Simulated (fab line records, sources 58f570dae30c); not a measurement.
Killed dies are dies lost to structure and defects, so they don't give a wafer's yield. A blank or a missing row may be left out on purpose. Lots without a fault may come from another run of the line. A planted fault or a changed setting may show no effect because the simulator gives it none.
Which tool did it? | flow berkeley_cmos170 | 13 lots, 39 wafers sampled, at 4 steps of a route of 331

WHAT THE GAUGES READ, wafer by wafer
UCB170_V1_CD_MEAS_90: target cd 700 nm. Usual: cd_nm 699.5 nm, standard deviation 1.6.
lot  | measured     | on        | cd_nm (nm)        | flag
L210 | day 8 01:07  | cd_sem-02 | 699.2 698.4 696.8 |
L212 | day 8 23:41  | cd_sem-02 | 699.6 698.4 698.5 |
L215 | day 8 23:25  | cd_sem-02 | 701.3 700.2 698.5 |
L218 | day 9 21:43  | cd_sem-02 | 699.0 700.0 700.9 |
L219 | day 9 21:55  | cd_sem-01 | 698.2 698.8 696.6 |
L216 | day 9 23:23  | cd_sem-02 | 698.5 701.1 699.6 |
L221 | day 10 06:52 | cd_sem-01 | 699.1 700.5 698.8 |
L227 | day 11 16:19 | cd_sem-02 | 698.0 697.7 696.6 |
L228 | day 11 18:43 | cd_sem-02 | 699.7 700.2 699.2 |
L229 | day 12 11:07 | cd_sem-01 | 699.1 697.4 699.1 |
L230 | day 12 08:53 | cd_sem-02 | 700.2 701.3 699.2 |
L233 | day 12 20:23 | cd_sem-01 | 699.2 699.7 700.3 |
L231 | day 12 22:16 | cd_sem-02 | 698.6 697.2 696.9 |

UCB170_V2_OVL_MEAS_13. Usual: V2_OVL 0 nm, standard deviation 4.4.
lot  | measured     | on         | V2_OVL (nm) | flag
L210 | day 8 10:22  | overlay-02 | -1 0 0      |
L212 | day 9 08:02  | overlay-01 | 3 6 -5      |
L215 | day 9 07:52  | overlay-02 | -1 0 4      |
L218 | day 10 03:26 | overlay-01 | 0 3 -6      |
L219 | day 10 03:51 | overlay-02 | 6 1 5       |
L216 | day 10 04:29 | overlay-02 | -6 -5 -1    |
L221 | day 10 12:48 | overlay-01 | 5 7 6       |
L227 | day 11 22:08 | overlay-01 | 1 1 5       |
L228 | day 11 23:41 | overlay-01 | 5 0 7       |
L229 | day 12 16:36 | overlay-01 | -2 3 -2     |
L230 | day 12 13:41 | overlay-02 | -4 -6 -4    |
L233 | day 13 01:40 | overlay-02 | -8 -7 -3    |
L231 | day 13 04:17 | overlay-01 | -1 -3 3     |

UCB170_M3_OVL_MEAS_16. Usual: M3_OVL 1 nm, standard deviation 5.
lot  | measured     | on         | M3_OVL (nm) | flag
L210 | day 8 12:51  | overlay-01 | 0 4 0       |
L212 | day 9 11:48  | overlay-01 | -2 -2 -6    |
L215 | day 9 11:08  | overlay-02 | 5 2 6       |
L218 | day 10 06:34 | overlay-02 | -2 -10 -6   |
L219 | day 10 07:23 | overlay-01 | 4 3 9       |
L216 | day 10 07:32 | overlay-01 | 1 -3 0      |
L221 | day 10 15:32 | overlay-01 | 7 1 -4      |
L227 | day 12 00:35 | overlay-02 | -4 -6 -2    |
L228 | day 12 02:08 | overlay-01 | -10 -5 -3   |
L229 | day 12 19:28 | overlay-02 | 4 0 8       |
L230 | day 12 17:32 | overlay-02 | 3 1 -5      |
L233 | day 13 04:46 | overlay-01 | 4 7 8       |
L231 | day 13 07:29 | overlay-01 | 5 9 5       |

WHICH TOOL RAN EACH LOT (tool, then ch and the chambers of the sampled wafers, then the start)
lot  | UCB170_CONTACT_CLEAN_07
L210 | wet_bench-04 ch 2, day 7 15:28
L212 | wet_bench-01 ch 1, day 8 13:23
L215 | wet_bench-01 ch 0, day 8 13:23
L218 | wet_bench-02 ch 3, day 9 12:16
L219 | wet_bench-02 ch 0, day 9 13:35
L216 | wet_bench-02 ch 3, day 9 14:02
L221 | wet_bench-04 ch 3, day 9 20:55
L227 | wet_bench-04 ch 1, day 11 05:49
L228 | wet_bench-02 ch 1, day 11 10:43
L229 | wet_bench-02 ch 2, day 12 01:27
L230 | wet_bench-02 ch 0, day 12 01:27
L233 | wet_bench-02 ch 0, day 12 11:34
L231 | wet_bench-02 ch 3, day 12 12:15
- UCB170_CONTACT_CLEAN_07: cleans in SPM, time 600 s.

WHAT THE TOOLS THEMSELVES READ (means of the sampled wafers that have a number; where no wafer has one, the mark that the record gives instead)
UCB170_CONTACT_CLEAN_07. Usual: bath_heat_duty_pct 13.5 %, standard deviation 1.4.
lot  | tool         | bath_heat_duty_pct (%) | flag
L210 | wet_bench-04 | 13.4                   |
L212 | wet_bench-01 | 11.2                   |
L215 | wet_bench-01 | 14.5                   |
L218 | wet_bench-02 | 15.2                   |
L219 | wet_bench-02 | 13.2                   |
L216 | wet_bench-02 | 14.4                   |
L221 | wet_bench-04 | 11.5                   |
L227 | wet_bench-04 | 13.8                   |
L228 | wet_bench-02 | 15.2                   |
L229 | wet_bench-02 | 12.3                   |
L230 | wet_bench-02 | 13.5                   |
L233 | wet_bench-02 | 13.5                   |
L231 | wet_bench-02 | 15.0                   |

THE ANSWER, worked out from the rows above alone
Rule: a lot is off if the mean of its wafers that have a number lies more than 3 standard deviations from the usual mean. A lot without any number at a reading at which 4 lots or more have one is off too. The other lots that the step has rows for count as sound. The gauges are gone through in route order, then the tools' own readings, and for those a lot's mean is taken as printed above. The first step at which some lot is off is used, and at that step the reading that is off furthest; a lot without a number counts as furthest.
No lot is off at any reading shown: from this, nothing can be told.

WHAT THE SIMULATOR HAD PUT IN
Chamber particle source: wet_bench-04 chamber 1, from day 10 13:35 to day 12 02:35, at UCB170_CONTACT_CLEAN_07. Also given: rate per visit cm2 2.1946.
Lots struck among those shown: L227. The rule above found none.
